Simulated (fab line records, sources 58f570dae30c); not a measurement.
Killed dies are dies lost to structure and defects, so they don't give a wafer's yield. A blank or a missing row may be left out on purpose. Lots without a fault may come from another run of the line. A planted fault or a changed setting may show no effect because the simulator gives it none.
Problem report in the 8D (eight disciplines) form, filled by code | flow berkeley_cmos170 | the parts of the form that need people (team, actions taken, sign-off) are left out

1. THE PROBLEM
spin_speed_rpm at UCB170_M3_COAT_09 reads a mean of 3169.4 rpm on 6 wafers of 2 lots; wafers without a fault read 3000.3 rpm with a standard deviation of 1.9. That is +89 standard deviations from the usual mean.
First seen on wafer L763.2, day 10 01:03, on litho_track-01. The record holds 42 wafers of 14 lots with a number at this step. Rule for "out", or "out of limits": more than 4 standard deviations from the usual mean. The other wafers with a number count as sound.

2. WHAT IT IS AND WHAT IT IS NOT
question                    | is                     | is not
which readings at this step | spin_speed_rpm         | -
which lots                  | L763, L768             | L758, L759, L761, L762, L770, L772, L773, L774, L775, L778, L779, L780
which wafers of those lots  | all that have a number | -
read on which tools         | litho_track-01         | litho_track-02, litho_track-03
when                        | from day 10 01:03      | up to then (12 sound wafers); but 24 sound wafers of L770, L772, L773, L774, L775, L778, L779, L780 came after

3. SUSPECTS, AND WHAT RULES EACH OUT
Counting: a tool at a process step up to the reading stays a suspect if it ran every lot that is out and no sound lot after the first of them.
- litho_track-01 at UCB170_M3_COAT_09: ruled out as a lasting fault. Sound lots L780 ran on it after its first lot that is out, L763 (day 10 01:03).
Left after counting: nothing in the record.

4. THE CAUSE (what the simulator had put in)
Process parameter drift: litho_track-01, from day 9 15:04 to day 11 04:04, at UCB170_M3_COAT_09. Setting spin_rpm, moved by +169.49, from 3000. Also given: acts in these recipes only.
Counting ruled it out, wrongly.

5. THE CHAIN OF EFFECTS, in route order
Each row: a reading whose mean over the struck wafers that have a number lies more than 3 standard deviations from the usual. Only readings for which the record gives a usual standard deviation are gone through. hours: the time from each lot's start at the first step in this table that gives one to its start at this step, as a median over the lots. sigmas: the change in usual standard deviations.
hours | step              | reading        | usual      | on struck wafers | change | sigmas
0     | UCB170_M3_COAT_09 | spin_speed_rpm | 3000.3 rpm | 3169.4           | +169.1 | +89
The process steps in it:
- UCB170_M3_COAT_09

6. WHAT WOULD HAVE CAUGHT IT SOONER
In this record the first reading out of limits was taken at day 10 01:03, 10 hours after the fault began at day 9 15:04.
